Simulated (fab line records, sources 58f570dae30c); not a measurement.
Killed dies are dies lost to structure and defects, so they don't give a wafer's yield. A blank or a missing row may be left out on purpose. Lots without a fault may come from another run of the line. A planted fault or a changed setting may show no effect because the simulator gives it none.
One fault seen from 2 desks | flow berkeley_cmos170 | each desk has only its own numbers; what lay behind them comes last

THE METROLOGY DESK
What the gauges read, lot by lot, whatever tool the lot ran on: means of the sampled wafers that have a number. A lot is out of limits, marked OUT, if its mean lies more than 4 standard deviations from the usual mean; the brackets give that distance.
Columns: A = cd_nm at UCB170_V1_CD_MEAS_90, usual 699.7 nm; B = M2_AL_THK at UCB170_M2_THK_MEAS_03, usual 932 nm; C = cd_nm at UCB170_V2_CD_MEAS_90, usual 699.5 nm
lot  | first seen here | A     | B   | C
L818 | day 8 06:18     | 699.0 | 939 | 700.2
L820 | day 8 20:36     | 700.0 | 934 | 700.6
L821 | day 9 05:38     | 700.9 | 922 | 699.2
L825 | day 10 03:41    | 700.4 | 936 | 698.1
L827 | day 10 19:53    | 700.3 | 922 | 699.2
L828 | day 10 20:10    | 700.7 | 939 | 698.2
L830 | day 11 03:58    | 699.5 | 925 | 698.0
L833 | day 11 20:58    | 698.1 | 915 | 698.9
L832 | day 11 21:16    | 699.5 | 937 | 698.9
L837 | day 13 12:51    | 699.6 | 924 | 701.7
L838 | day 13 21:06    | 698.0 | 949 | 700.5
L839 | day 13 21:28    | 698.7 | 943 | 699.9
L841 | day 13 23:45    | 697.6 | 932 | 698.2
L840 | day 14 02:07    | 701.2 | 941 | 700.0
This desk's finding: nothing out of limits on any of the 14 lots.

THE TOOL OWNER'S DESK: rie_diel-03
The tool's own readings at UCB170_M3_ETCH_17 (etches BARC in N2/H2): means of the sampled wafers that have a number, for each lot that ran on this tool. A lot is out of limits, marked OUT, if its mean lies more than 4 standard deviations from the usual mean; the brackets give that distance.
Columns: A = chamber_pressure_mTorr at UCB170_M3_ETCH_17, usual 29.996 mTorr; B = drypump_motor_current_A at UCB170_M3_ETCH_17, usual 5.8 A; C = oes_product_au at UCB170_M3_ETCH_17, usual 0.986 a.u.; D = throttle_valve_pct at UCB170_M3_ETCH_17, usual 13.18 %
lot  | first seen here | A                        | B   | C     | D
L818 | day 8 14:00     | 29.979                   | 5.5 | 0.997 | 13.19
L825 | day 10 11:28    | 35.985 (+99 or more) OUT | 5.5 | 0.984 | 13.18
L828 | day 11 04:19    | 35.964 (+99 or more) OUT | 5.6 | 0.983 | 13.05
L838 | day 14 10:02    | 29.994                   | 5.7 | 0.984 | 13.18
L841 | day 14 12:07    | 29.983                   | 5.5 | 0.994 | 13.18
This desk's finding: out of limits on L825, L828; first on L825, day 10 11:28 (chamber_pressure_mTorr at UCB170_M3_ETCH_17). In limits: L818, L838, L841.

PUT TOGETHER
The tool owner's desk could have raised an alarm at day 10 11:28, on L825, L828.
The metrology desk saw nothing out of limits.
The metrology desk has L825, L828 on record, within its limits.
Of the lots named, all ran UCB170_M3_ETCH_17 on rie_diel-03.

WHAT THE SIMULATOR HAD PUT IN
Process parameter drift: rie_diel-03, from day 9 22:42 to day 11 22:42, at UCB170_M3_ETCH_17. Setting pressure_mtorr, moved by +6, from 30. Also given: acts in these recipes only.
Lots struck among those shown: L825, L828.
Hours from the fault's start to each desk's first reading out of limits: the tool owner's desk, 13.
